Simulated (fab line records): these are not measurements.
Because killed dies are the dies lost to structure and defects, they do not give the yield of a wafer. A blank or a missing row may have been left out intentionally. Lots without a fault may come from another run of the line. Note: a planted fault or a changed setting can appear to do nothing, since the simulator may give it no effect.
fab line records + flow ritCmos
record
- lots=14
- wafers=42
- lastDay=7
route steps=202 shown CONTACT@168
lots untouched by any fault: they come from a run of this same line in which no faults occurred
startH: the number of hours between the record's first day and the start of the first shown wafer of the lot + waitH: time in hours since the lot's previous step + " identical to the entry in the row above + L1.1+2: one row covering several wafers at once + - value missing, or start not given + * or withheld: withheld + < > ~ a bound
route shown NAME@n: NAME is a module with steps in the file, n the number in the route of the first one + usual: mean/standard deviation of fault-free wafers + same: alike in all rows + chamber/n: place in a boat + sites: per-site readings + _std_site: the values' standard deviation + _edge_site: the outer-site mean with the inner-site mean subtracted + radiusMm: for every site, how far away it sits from the centre of the wafer + mask NAME#n: copy n + behind: tool/chamber where the wafer was last shaped + hold: cause of the lot's hold/its duration in hours/its outcome + device: which transistor (n, p or np) failed to switch + end of line: the same wafers' tests at the end of the route + a step given without rows: its recipe and nothing more + killed: count of dies lost to structure and defects at first sort (not the wafer's yield) + map: shows each die of a wafer: x if killed, . if not, _ if none is there
set.NAME: the setting that was run; set.NAME@STEP: the one run at that earlier step + model.NAME: the simulator's own value behind a step, which no gauge read
a sample of lots followed through the steps of the route, with each step as a table and each wafer as a row
services: a tool's chamber out of use, with start hour (startH, from the record's first day; less than 0 if before it), hours out, and reason
## steps
# step RIT_CONTACT_CVD_00
# recipe
- material=SiO2
- targetThkNm=400
- precursor=TEOS
- tempC=390
- timeS=61
- rfW=400
# usual
- heaterPowerW=304/49
| lot.wafer | tool     | chamber | startH | waitH | heaterPowerW |
|-----------|----------|---------|--------|-------|--------------|
| L411.3    | pecvd-02 | 0       | 59.46  | 0.0   | 269          |
| L411.5    | "        | 2       | "      | "     | 279          |
| L411.6    | "        | 0       | "      | "     | 288          |
| L412.1    | pecvd-03 | 2       | 64.29  | 0.1   | 345          |
| L412.2    | "        | 0       | "      | "     | 297          |
| L412.4    | "        | 0       | "      | "     | 291          |
| L413.2    | pecvd-01 | 2       | 67.90  | 0.0   | 361          |
| L413.3    | "        | 0       | "      | "     | 348          |
| L413.6    | "        | 2       | "      | "     | 368          |
| L414.2    | pecvd-02 | 0       | 75.02  | 0.0   | 250          |
| L414.3    | "        | 1       | "      | "     | 414          |
| L414.5    | "        | 1       | "      | "     | 311          |
| L415.1    | pecvd-03 | 0       | 79.14  | 0.1   | 286          |
| L415.3    | "        | 1       | "      | "     | 294          |
| L415.6    | "        | 0       | "      | "     | 290          |
| L420.1    | pecvd-02 | 2       | 108.62 | 0.1   | 239          |
| L420.3    | "        | 0       | "      | "     | 279          |
| L420.6    | "        | 0       | "      | "     | 289          |
| L423.2    | pecvd-02 | 1       | 120.21 | 0.0   | 385          |
| L423.5    | "        | 0       | "      | "     | 322          |
| L423.6    | "        | 1       | "      | "     | 396          |
| L424.1    | pecvd-03 | 2       | 120.49 | 0.1   | 327          |
| L424.4    | "        | 0       | "      | "     | 284          |
| L424.5    | "        | 2       | "      | "     | 329          |
| L425.1    | pecvd-01 | 2       | 126.98 | 0.1   | 308          |
| L425.2    | "        | 0       | "      | "     | 317          |
| L425.6    | "        | 0       | "      | "     | 327          |
| L426.2    | pecvd-03 | 2       | 128.80 | 0.0   | 334          |
| L426.4    | "        | 2       | "      | "     | 247          |
| L426.6    | "        | 0       | "      | "     | 277          |
| L428.2    | pecvd-01 | 0       | 143.33 | 0.0   | 344          |
| L428.3    | "        | 1       | "      | "     | 282          |
| L428.6    | "        | 2       | "      | "     | 354          |
| L429.2    | pecvd-03 | 2       | 151.28 | 0.0   | 299          |
| L429.5    | "        | 2       | "      | "     | 313          |
| L429.6    | "        | 1       | "      | "     | 329          |
| L431.1    | pecvd-01 | 1       | 157.64 | 0.1   | 257          |
| L431.5    | "        | 2       | "      | "     | 372          |
| L431.6    | "        | 1       | "      | "     | 269          |
| L434.3    | pecvd-01 | 2       | 171.85 | 0.0   | 369          |
| L434.5    | "        | 1       | "      | "     | 255          |
| L434.6    | "        | 2       | "      | "     | 377          |
# step RIT_CONTACT_THK_MEAS_01
# recipe
- reads=SiO2_of_CONTACT_CVD_00
# usual
- CONTACT_TEOS_THK=401/5.4
| lot.wafer | tool         | chamber | startH | waitH | CONTACT_TEOS_THK[nm] |
|-----------|--------------|---------|--------|-------|----------------------|
| L411.3    | filmMetro-03 | -       | 59.53  | 0.0   | 406                  |
| L411.5    | "            | -       | "      | "     | 410                  |
| L411.6    | "            | -       | "      | "     | 413                  |
| L412.1    | filmMetro-01 | -       | 64.36  | 0.1   | 395                  |
| L412.2    | "            | -       | "      | "     | 398                  |
| L412.4    | "            | -       | "      | "     | 400                  |
| L413.2    | filmMetro-01 | -       | 67.96  | 0.0   | 397                  |
| L413.3    | "            | -       | "      | "     | 393                  |
| L413.6    | "            | -       | "      | "     | 411                  |
| L414.2    | filmMetro-03 | -       | 75.08  | 0.0   | 398                  |
| L414.3    | "            | -       | "      | "     | 397                  |
| L414.5    | "            | -       | "      | "     | 403                  |
| L415.1    | filmMetro-03 | -       | 79.22  | 0.1   | 400                  |
| L415.3    | "            | -       | "      | "     | 406                  |
| L415.6    | "            | -       | "      | "     | 403                  |
| L420.1    | filmMetro-03 | -       | 108.67 | 0.0   | 122                  |
| L420.3    | "            | -       | "      | "     | 122                  |
| L420.6    | "            | -       | "      | "     | 119                  |
| L423.2    | filmMetro-01 | -       | 120.28 | 0.0   | 116                  |
| L423.5    | "            | -       | "      | "     | 116                  |
| L423.6    | "            | -       | "      | "     | 117                  |
| L424.1    | filmMetro-03 | -       | 120.54 | 0.0   | 395                  |
| L424.4    | "            | -       | "      | "     | 403                  |
| L424.5    | "            | -       | "      | "     | 399                  |
| L425.1    | filmMetro-01 | -       | 127.03 | 0.0   | 395                  |
| L425.2    | "            | -       | "      | "     | 392                  |
| L425.6    | "            | -       | "      | "     | 399                  |
| L426.2    | filmMetro-04 | -       | 128.86 | 0.0   | 396                  |
| L426.4    | "            | -       | "      | "     | 404                  |
| L426.6    | "            | -       | "      | "     | 405                  |
| L428.2    | filmMetro-01 | -       | 143.39 | 0.0   | 396                  |
| L428.3    | "            | -       | "      | "     | 390                  |
| L428.6    | "            | -       | "      | "     | 406                  |
| L429.2    | filmMetro-03 | -       | 151.34 | 0.0   | 396                  |
| L429.5    | "            | -       | "      | "     | 407                  |
| L429.6    | "            | -       | "      | "     | 402                  |
| L431.1    | filmMetro-03 | -       | 157.69 | 0.0   | 396                  |
| L431.5    | "            | -       | "      | "     | 405                  |
| L431.6    | "            | -       | "      | "     | 404                  |
| L434.3    | filmMetro-03 | -       | 171.92 | 0.0   | 394                  |
| L434.5    | "            | -       | "      | "     | 399                  |
| L434.6    | "            | -       | "      | "     | 401                  |
## services
| tool     | chamber | startH | hours | kind   |
|----------|---------|--------|-------|--------|
| pecvd-01 | -       | 50.11  | 4.8   | repair |
| pecvd-03 | 1       | 53.60  | 11.8  | repair |
| pecvd-03 | 2       | 69.07  | 15.2  | repair |
| pecvd-03 | -       | 86.79  | 1.4   | repair |
| pecvd-02 | -       | 94.93  | 0.8   | repair |
| pecvd-02 | -       | 128.43 | 2.8   | pm     |
## key
firstSign
- step=RIT_CONTACT_THK_MEAS_01
- reading=CONTACT_TEOS_THK
- direction=down
- sigmas=52
- usual=401
- struck=119
effect none on later readings
metAt RIT_CONTACT_CVD_00
struckLots L420,L423
testerLeftOut L420,L423
onsetBetween 75.02 108.62
fault
- kind=processParameterDrift
- tool=pecvd-02
- chamber=-
- onsetH=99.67
- steps=RIT_CONTACT_CVD_00
- channel=targetThkNm
- offset=-282.88
- shape=step
- endH=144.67
- stated=400
# testerLeftOut: of these lots the tester's yield and bins aren't shown, on N5 and GAA mostly nor the transistor test; their killed dies are dies lost to structure and defects alone, not to doping, threshold or leakage, so they don't give the yield
